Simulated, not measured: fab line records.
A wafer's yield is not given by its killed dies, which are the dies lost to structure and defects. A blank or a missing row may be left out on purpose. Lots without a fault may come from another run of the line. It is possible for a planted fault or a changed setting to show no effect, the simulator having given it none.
fab line records + flow rit_cmos
record:
- lots: 7
- wafers: 21
- last_day: 7
route steps=202 shown NWELL@38 PWELL@39 WELLDRIVE@50 NRETRO@53 M1@202
lots that met no fault: from a run of the same line without faults
start_h: start of the lot's first displayed wafer, in hours after the record's first day + wait_h: time in hours since the lot's previous step + " the same as in the row above + L1.1+2: a row that stands for several wafers + - either no value or no given start + * or withheld: withheld + < > ~ a bound
route shown NAME@n: a module of which the file shows steps, and the number in the route of the first + usual: the fault-free wafers' mean and standard deviation + same: alike in all rows + chamber/n: place in a boat + sites: per-site readings + _std_site: standard deviation of those values + _edge_site: outer sites' mean less inner sites' + radius_mm: for every site, how far away it sits from the centre of the wafer + mask NAME#n: copy n + behind: the tool/chamber that last shaped the wafer + hold: reason for holding the lot/hours on hold/outcome of the hold + device: the n, p or np transistor that did not switch + end of line: the tests these same wafers got at the end of their route + a step with no rows: only its recipe + killed: the dies lost at the first sort to structure and to defects; this is not the yield of the wafer + map: per-die view of a wafer (x killed, . not killed, _ where there is no die)
set.NAME: the setting as run; set.NAME@STEP: as run at that earlier step + model.NAME: the simulator's own value behind a step, which no gauge read
certain route steps with their lots: each step a table, each wafer a row
services: a tool's chamber out of use, with start hour (start_h, from the record's first day; less than 0 if before it), hours out, and reason
== steps ==
step: RIT_NWELL_TW_MEAS_10
usual:
- NWELL_TW: 2155/16
| lot.wafer | tool          | chamber | start_h | wait_h | NWELL_TW |
|-----------|---------------|---------|---------|--------|----------|
| L810.1    | film_metro-04 | -       | 26.00   | 0.1    | 2162     |
| L810.5    | "             | -       | "       | "      | 2153     |
| L810.6    | "             | -       | "       | "      | 2157     |
| L819.1    | film_metro-03 | -       | 82.77   | 0.1    | 2189     |
| L819.3    | "             | -       | "       | "      | 2159     |
| L819.6    | "             | -       | "       | "      | 2162     |
| L826.2    | film_metro-03 | -       | 112.38  | 0.1    | 2165     |
| L826.3    | "             | -       | "       | "      | 2150     |
| L826.5    | "             | -       | "       | "      | 2172     |
| L827.2    | film_metro-03 | -       | 112.62  | 0.1    | 2150     |
| L827.3    | "             | -       | "       | "      | 2161     |
| L827.4    | "             | -       | "       | "      | 2167     |
| L828.3    | film_metro-04 | -       | 118.41  | 0.1    | 2164     |
| L828.4    | "             | -       | "       | "      | 2159     |
| L828.6    | "             | -       | "       | "      | 2161     |
| L830.2    | film_metro-04 | -       | 123.84  | 0.1    | 2163     |
| L830.4    | "             | -       | "       | "      | 2159     |
| L830.6    | "             | -       | "       | "      | 2164     |
| L833.2    | film_metro-03 | -       | 137.32  | 0.1    | 2174     |
| L833.3    | "             | -       | "       | "      | 2168     |
| L833.5    | "             | -       | "       | "      | 2178     |
step: RIT_PWELL_HMDS_00
recipe:
- prime_time_s: 60
- prime_temp_c: 140
step: RIT_PWELL_COAT_01
recipe:
- resist: NOVOLAK
- spin_rpm: 2000
- resist_thk_nm: 1300
step: RIT_PWELL_SOFTBAKE_02
recipe:
- resist: NOVOLAK
- temp_c: 90
- time_s: 60
step: RIT_PWELL_EXPOSE_03
recipe:
- mask_id: M3
- na: 0.57
- target_cd_nm: 43700
- dose_mj: 250
step: RIT_PWELL_PEB_04
recipe:
- resist: NOVOLAK
- temp_c: withheld
- time_s: withheld
step: RIT_PWELL_DEVELOP_05
recipe:
- resist: NOVOLAK
- develop_time_s: 68
- dev_temp_c: 23
step: RIT_PWELL_OVL_MEAS_06
usual:
- PWELL_OVL: -0.5/1.2
| lot.wafer | tool       | chamber | start_h | wait_h | PWELL_OVL[nm] |
|-----------|------------|---------|---------|--------|---------------|
| L810.1    | overlay-01 | -       | 27.07   | -      | -2.0          |
| L810.5    | "          | -       | "       | "      | -1.7          |
| L810.6    | "          | -       | "       | "      | -0.7          |
| L819.1    | overlay-01 | -       | 83.93   | -      | 2.3           |
| L819.3    | "          | -       | "       | "      | 0.7           |
| L819.6    | "          | -       | "       | "      | -0.1          |
| L826.2    | overlay-01 | -       | 113.44  | -      | -1.1          |
| L826.3    | "          | -       | "       | "      | -0.2          |
| L826.5    | "          | -       | "       | "      | -1.9          |
| L827.2    | overlay-01 | -       | 113.68  | -      | -3.3          |
| L827.3    | "          | -       | "       | "      | -1.5          |
| L827.4    | "          | -       | "       | "      | -0.5          |
| L828.3    | overlay-01 | -       | 119.34  | -      | 1.1           |
| L828.4    | "          | -       | "       | "      | 0.5           |
| L828.6    | "          | -       | "       | "      | 0.6           |
| L830.2    | overlay-01 | -       | 125.39  | -      | -1.5          |
| L830.4    | "          | -       | "       | "      | 0.5           |
| L830.6    | "          | -       | "       | "      | 1.3           |
| L833.2    | overlay-02 | -       | 138.63  | -      | -1.1          |
| L833.3    | "          | -       | "       | "      | 0.3           |
| L833.5    | "          | -       | "       | "      | -0.3          |
step: RIT_PWELL_HARDBAKE_07
recipe:
- resist: NOVOLAK
- temp_c: 140
- time_s: 120
step: RIT_PWELL_IMPLANT_08
recipe:
- species: B
- energy_kev: 170
- dose_cm2: 7e+13
- tilt_deg: 7
step: RIT_PWELL_STRIP_09
recipe:
- chemistry: O2
- time_s: 180
- resist: NOVOLAK
- platen_temp_c: withheld
- power_w: 500
- pressure_mtorr: 4000
- o2_flow_sccm: 4000
usual:
- drypump_motor_current_A: 5.4/0.43
- o2_flow_sccm: 3999/13
| lot.wafer | tool            | chamber | start_h | wait_h | drypump_motor_current_A | o2_flow_sccm | rf_hours_counter_h |
|-----------|-----------------|---------|---------|--------|-------------------------|--------------|--------------------|
| L810.1    | plasma_asher-04 | 0       | 27.50   | 0.1    | 5.5                     | 3997         | 41                 |
| L810.5    | "               | 1       | "       | "      | 4.9                     | 4012         | -                  |
| L810.6    | "               | 0       | "       | "      | 5.5                     | 4002         | -                  |
| L819.1    | plasma_asher-01 | 1       | 84.44   | 0.1    | 5.7                     | 4015         | 24                 |
| L819.3    | "               | 0       | "       | "      | 6.0                     | 3989         | -                  |
| L819.6    | "               | 1       | "       | "      | 5.7                     | 4008         | -                  |
| L826.2    | plasma_asher-04 | 1       | 113.87  | 0.1    | 4.9                     | 4024         | 49                 |
| L826.3    | "               | 0       | "       | "      | 5.5                     | 3986         | -                  |
| L826.5    | "               | 0       | "       | "      | 5.5                     | 3991         | -                  |
| L827.2    | plasma_asher-01 | 0       | 114.12  | 0.1    | 6.0                     | 4024         | 27                 |
| L827.3    | "               | 0       | "       | "      | 5.9                     | 4010         | -                  |
| L827.4    | "               | 1       | "       | "      | 5.7                     | 3967         | -                  |
| L828.3    | plasma_asher-04 | 0       | 119.82  | 0.1    | 5.5                     | 4003         | -                  |
| L828.4    | "               | 1       | "       | "      | 4.9                     | 3979         | -                  |
| L828.6    | "               | 1       | "       | "      | 4.9                     | 3986         | -                  |
| L830.2    | plasma_asher-03 | 1       | 125.82  | 0.1    | 4.7                     | 3987         | 1                  |
| L830.4    | "               | 1       | "       | "      | 4.7                     | 4009         | -                  |
| L830.6    | "               | 1       | "       | "      | 4.7                     | 3989         | -                  |
| L833.2    | plasma_asher-01 | 1       | 139.06  | 0.1    | 5.7                     | 3995         | 31                 |
| L833.3    | "               | 1       | "       | "      | 5.7                     | 4018         | -                  |
| L833.5    | "               | 0       | "       | "      | 6.0                     | 4009         | -                  |
step: RIT_PWELL_TW_MEAS_10
usual:
- PWELL_TW: 955/8
| lot.wafer | tool          | chamber | start_h | wait_h | PWELL_TW |
|-----------|---------------|---------|---------|--------|----------|
| L810.1    | film_metro-03 | -       | 27.68   | 0.1    | 967      |
| L810.5    | "             | -       | "       | "      | 955      |
| L810.6    | "             | -       | "       | "      | 951      |
| L819.1    | film_metro-03 | -       | 84.62   | 0.1    | 961      |
| L819.3    | "             | -       | "       | "      | 961      |
| L819.6    | "             | -       | "       | "      | 964      |
| L826.2    | film_metro-03 | -       | 114.06  | 0.1    | 959      |
| L826.3    | "             | -       | "       | "      | 961      |
| L826.5    | "             | -       | "       | "      | 960      |
| L827.2    | film_metro-04 | -       | 114.31  | 0.1    | 963      |
| L827.3    | "             | -       | "       | "      | 958      |
| L827.4    | "             | -       | "       | "      | 961      |
| L828.3    | film_metro-04 | -       | 119.96  | 0.1    | 961      |
| L828.4    | "             | -       | "       | "      | 959      |
| L828.6    | "             | -       | "       | "      | 959      |
| L830.2    | film_metro-01 | -       | 126.01  | 0.1    | 941      |
| L830.4    | "             | -       | "       | "      | 942      |
| L830.6    | "             | -       | "       | "      | 944      |
| L833.2    | film_metro-03 | -       | 139.25  | 0.1    | 967      |
| L833.3    | "             | -       | "       | "      | 969      |
| L833.5    | "             | -       | "       | "      | 963      |
step: RIT_WELLDRIVE_ANNEAL_00
recipe:
- temp_c: 1100
- time_s: 14700
- ambient: N2
usual:
- spike_tc_centre_C: 1101.8/1.5
- spike_tc_load_C: 1126/3.3
- spike_tc_source_C: 1126/4.2
- tube_center_temp_C: 1100/0.11
- tube_center_temp_C_max: 1102.8/0.43
| lot.wafer | tool       | chamber | start_h | wait_h | spike_tc_centre_C | spike_tc_load_C | spike_tc_source_C | tube_center_temp_C | tube_center_temp_C_max |
|-----------|------------|---------|---------|--------|-------------------|-----------------|-------------------|--------------------|------------------------|
| L810.1    | furnace-01 | 0       | 31.16   | 3.5    | 1104.4            | 1123            | 1121              | 1099.9             | 1102.9                 |
| L810.5    | "          | 0       | "       | "      | 1101.7            | 1121            | 1120              | 1100               | 1102.9                 |
| L810.6    | "          | 0       | "       | "      | 1102.1            | 1122            | 1122              | 1100               | 1102.9                 |
| L819.1    | furnace-04 | 0       | 88.44   | 3.8    | 1100.7            | 1127            | 1127              | 1100               | 1102.4                 |
| L819.3    | "          | 0       | "       | "      | 1101.0            | 1128            | 1130              | 1099.9             | 1102.6                 |
| L819.6    | "          | 0       | "       | "      | 1100.9            | 1129            | 1128              | 1100.1             | 1103.0                 |
| L826.2    | furnace-01 | 0       | 115.27  | 1.2    | 1084.3            | 1105            | 1102              | 1082               | 1084.4                 |
| L826.3    | "          | 0       | "       | "      | 1085.0            | 1106            | 1104              | 1082.1             | 1085.0                 |
| L826.5    | "          | 0       | "       | "      | 1085.1            | 1106            | 1103              | 1081.8             | 1084.6                 |
| L827.2    | furnace-01 | 0       | 115.27  | 1.0    | 1085.2            | 1107            | 1102              | 1081.9             | 1084.4                 |
| L827.3    | "          | 0       | "       | "      | 1083.4            | 1104            | 1101              | 1082.1             | 1084.5                 |
| L827.4    | "          | 0       | "       | "      | 1084.2            | 1103            | 1102              | 1082               | 1084.3                 |
| L828.3    | furnace-01 | 0       | 120.36  | 0.4    | 1083.7            | 1106            | 1100              | 1082               | 1085.1                 |
| L828.4    | "          | 0       | "       | "      | 1084.4            | 1103            | 1104              | 1082               | 1085.5                 |
| L828.6    | "          | 0       | "       | "      | 1086.7            | 1105            | 1102              | 1082               | 1085.3                 |
| L830.2    | furnace-03 | 0       | 126.62  | 0.6    | 1103.7            | 1132            | 1129              | 1100.2             | 1102.7                 |
| L830.4    | "          | 0       | "       | "      | 1103.2            | 1129            | 1129              | 1100               | 1102.1                 |
| L830.6    | "          | 0       | "       | "      | 1102.3            | 1129            | 1127              | 1100               | 1102.7                 |
| L833.2    | furnace-04 | 0       | 139.69  | 0.4    | 1100.8            | 1129            | 1128              | 1099.9             | 1102.5                 |
| L833.3    | "          | 0       | "       | "      | 1100.9            | 1127            | 1128              | 1100.2             | 1102.4                 |
| L833.5    | "          | 0       | "       | "      | 1099.7            | 1129            | 1131              | 1099.9             | 1103.1                 |
step: RIT_WELLDRIVE_RS_MEAS_01
recipe:
- thk_meas_gauge: four-point-probe
usual:
- NWELL_RS: 275.2/0.6
| lot.wafer | tool          | chamber | start_h | wait_h | NWELL_RS[ohm/sq] |
|-----------|---------------|---------|---------|--------|------------------|
| L810.1    | film_metro-04 | -       | 36.24   | 0.0    | 275.4            |
| L810.5    | "             | -       | "       | "      | 274.9            |
| L810.6    | "             | -       | "       | "      | 274.8            |
| L819.1    | film_metro-01 | -       | 93.52   | 0.0    | 275.3            |
| L819.3    | "             | -       | "       | "      | 275.5            |
| L819.6    | "             | -       | "       | "      | 275.6            |
| L826.2    | film_metro-01 | -       | 120.38  | 0.0    | 295.9            |
| L826.3    | "             | -       | "       | "      | 296.4            |
| L826.5    | "             | -       | "       | "      | 295.3            |
| L827.2    | film_metro-04 | -       | 120.38  | 0.0    | 295.1            |
| L827.3    | "             | -       | "       | "      | 295.1            |
| L827.4    | "             | -       | "       | "      | 296.1            |
| L828.3    | film_metro-03 | -       | 125.48  | 0.0    | 295.7            |
| L828.4    | "             | -       | "       | "      | 296.2            |
| L828.6    | "             | -       | "       | "      | 296.2            |
| L830.2    | film_metro-04 | -       | 131.72  | 0.0    | 274.6            |
| L830.4    | "             | -       | "       | "      | 274.8            |
| L830.6    | "             | -       | "       | "      | 274.6            |
| L833.2    | film_metro-04 | -       | 144.80  | 0.0    | 275.1            |
| L833.3    | "             | -       | "       | "      | 274.9            |
| L833.5    | "             | -       | "       | "      | 274.7            |
step: RIT_WELLDRIVE_RS_MEAS_02
recipe:
- thk_meas_gauge: four-point-probe
usual:
- PWELL_RS: 429.3/1.1
| lot.wafer | tool          | chamber | start_h | wait_h | PWELL_RS[ohm/sq] |
|-----------|---------------|---------|---------|--------|------------------|
| L810.1    | film_metro-04 | -       | 36.36   | 0.1    | 427.7            |
| L810.5    | "             | -       | "       | "      | 429.4            |
| L810.6    | "             | -       | "       | "      | 428.4            |
| L819.1    | film_metro-01 | -       | 93.64   | 0.1    | 428.3            |
| L819.3    | "             | -       | "       | "      | 429.2            |
| L819.6    | "             | -       | "       | "      | 429.1            |
| L826.2    | film_metro-01 | -       | 120.50  | 0.1    | 449.7            |
| L826.3    | "             | -       | "       | "      | 447.8            |
| L826.5    | "             | -       | "       | "      | 448.9            |
| L827.2    | film_metro-04 | -       | 120.50  | 0.1    | 450.0            |
| L827.3    | "             | -       | "       | "      | 449.4            |
| L827.4    | "             | -       | "       | "      | 450.1            |
| L828.3    | film_metro-03 | -       | 125.60  | 0.1    | 449.3            |
| L828.4    | "             | -       | "       | "      | 448.9            |
| L828.6    | "             | -       | "       | "      | 449.0            |
| L830.2    | film_metro-04 | -       | 131.84  | 0.1    | 429.8            |
| L830.4    | "             | -       | "       | "      | 430.5            |
| L830.6    | "             | -       | "       | "      | 430.3            |
| L833.2    | film_metro-04 | -       | 144.92  | 0.1    | 426.9            |
| L833.3    | "             | -       | "       | "      | 427.3            |
| L833.5    | "             | -       | "       | "      | 428.4            |
step: RIT_NRETRO_HMDS_00
recipe:
- prime_time_s: 60
- prime_temp_c: 140
step: RIT_M1_PROBE_99
usual:
- killed_at_contacts: 0.1/0.23
- killed_at_front_end: 6.7/2.9
- killed_dies: 6.8/2.9
- killed_open: 3.5/2.1
- killed_short: 3.2/1.9
same:
- gross_dies: 264
- killed_at_M0_to_M3: 0
- killed_at_M4_up: 0
- killed_at_back_side: 0
- killed_at_other: 0
| lot.wafer | tool      | chamber | start_h | wait_h | killed_at_contacts | killed_at_front_end | killed_dies | killed_open | killed_short |
|-----------|-----------|---------|---------|--------|--------------------|---------------------|-------------|-------------|--------------|
| L827.2    | prober-01 | -       | 152.51  | 0.1    | 0                  | 7                   | 7           | 2           | 5            |
| L827.3    | prober-01 | -       | 152.56  | 0.2    | 0                  | 14                  | 14          | 9           | 5            |
| L827.4    | prober-01 | -       | 152.61  | 0.2    | 0                  | 3                   | 3           | 2           | 1            |
| L826.2    | prober-02 | -       | 154.01  | 0.1    | 0                  | 6                   | 6           | 3           | 3            |
| L826.3    | prober-02 | -       | 154.06  | 0.2    | 0                  | 6                   | 6           | 2           | 4            |
| L826.5    | prober-02 | -       | 154.16  | 0.2    | 0                  | 7                   | 7           | 5           | 2            |
| L828.3    | prober-02 | -       | 158.60  | 0.2    | 0                  | 8                   | 8           | 5           | 3            |
| L828.4    | prober-02 | -       | 158.65  | 0.2    | 0                  | 2                   | 2           | 2           | 0            |
| L828.6    | prober-02 | -       | 158.75  | 0.2    | 0                  | 6                   | 6           | 4           | 2            |
| L830.2    | prober-01 | -       | 164.44  | 0.1    | 0                  | 5                   | 5           | 1           | 4            |
| L830.4    | prober-01 | -       | 164.54  | 0.2    | 0                  | 6                   | 6           | 3           | 3            |
| L830.6    | prober-01 | -       | 164.64  | 0.2    | 0                  | 4                   | 4           | 1           | 3            |
killed by level:class
L827.2 GATE:geometric_particle:short=2 SPACER:geometric_particle:open=2 SILICIDE:geometric_particle:short=2 REOX:geometric_particle:short=1
L827.3 FOX2:geometric_particle:open=3 GATE:geometric_particle:short=3 GATE:geometric_particle:open=3 FOX1:geometric_particle:short=1 FOX1:geometric_particle:open=1 SPACER:geometric_particle:open=1 SPACER:geometric_particle:short=1 SILICIDE:geometric_particle:open=1
L827.4 GATE:geometric_particle:open=2 GATE:geometric_particle:short=1
L826.2 GATE:geometric_particle:short=3 FOX1:geometric_particle:open=1 GATE:geometric_particle:open=1 SILICIDE:geometric_particle:open=1
L826.3 GATE:geometric_particle:short=3 FOX1:geometric_particle:open=1 REOX:geometric_particle:open=1 REOX:geometric_particle:short=1
L826.5 SPACER:geometric_particle:open=2 SILICIDE:geometric_particle:open=2 GATE:geometric_particle:short=1 REOX:geometric_particle:open=1 SILICIDE:geometric_particle:short=1
L828.3 SILICIDE:geometric_particle:open=3 FOX1:geometric_particle:open=2 ACTIVE:geometric_particle:short=1 GATE:geometric_particle:short=1 REOX:geometric_particle:short=1
L828.4 SILICIDE:geometric_particle:open=2
L828.6 SILICIDE:geometric_particle:open=2 FOX1:geometric_particle:open=1 GATE:geometric_particle:short=1 REOX:geometric_particle:open=1 SPACER:geometric_particle:short=1
L830.2 GATE:geometric_particle:short=4 GATE:geometric_particle:open=1
L830.4 GATE:geometric_particle:short=3 GATE:geometric_particle:open=2 SPACER:geometric_particle:open=1
L830.6 SPACER:geometric_particle:short=2 FOX1:geometric_particle:short=1 SPACER:geometric_particle:open=1
== services ==
| tool            | chamber | start_h | hours | kind       |
|-----------------|---------|---------|-------|------------|
| furnace-04      | -       | 20.87   | 8.5   | pm         |
| furnace-04      | -       | 29.39   | 4.1   | pm         |
| plasma_asher-01 | -       | 52.31   | 4.0   | repair     |
| furnace-03      | -       | 54.34   | 3.5   | pm         |
| plasma_asher-01 | -       | 64.14   | 1.0   | repair     |
| furnace-01      | -       | 75.16   | 19.3  | repair     |
| furnace-01      | -       | 94.50   | 2.9   | pm         |
| furnace-03      | -       | 98.00   | 2.9   | pm         |
| plasma_asher-01 | -       | 98.66   | 2.8   | pm         |
| furnace-03      | -       | 99.99   | 10.3  | repair     |
| plasma_asher-03 | -       | 108.88  | 9.0   | pm         |
| plasma_asher-03 | 0       | 108.88  | 9.0   | vent_cycle |
| plasma_asher-03 | 1       | 108.88  | 9.0   | vent_cycle |
| plasma_asher-03 | 0       | 117.88  | -     | clean      |
| plasma_asher-03 | 1       | 117.88  | -     | clean      |
== key ==
first_sign:
- step: RIT_WELLDRIVE_ANNEAL_00
- reading: tube_center_temp_C
- direction: down
- sigmas: 99+
- usual: *
- struck: *
effect:
- step: RIT_WELLDRIVE_ANNEAL_00
- reading: tube_center_temp_C_max
- direction: down
- sigmas: 42
- usual: *
- struck: *
effect:
- step: RIT_WELLDRIVE_RS_MEAS_01
- reading: NWELL_RS
- direction: up
- sigmas: 35
- usual: 275.2
- struck: 295.8
effect:
- step: RIT_WELLDRIVE_RS_MEAS_02
- reading: PWELL_RS
- direction: up
- sigmas: 19
- usual: 429.3
- struck: 449.2
met_at RIT_WELLDRIVE_ANNEAL_00
struck_wafers L826.2,L826.3,L826.5,L827.2,L827.3,L827.4,L828.3,L828.4,L828.6
tester_left_out L826,L827,L828
fault:
- kind: process_parameter_drift
- tool: furnace-01
- chamber: -
- onset_h: 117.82
- steps: RIT_WELLDRIVE_ANNEAL_00
- channel: temp_c
- offset: *
- shape: step
- end_h: 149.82
- acts_in: *
- stated: *
tester_left_out: of these lots the tester's yield and bins aren't shown, on N5 and GAA mostly nor the transistor test; their killed dies are dies lost to structure and defects alone, not to doping, threshold or leakage, so they don't give the yield
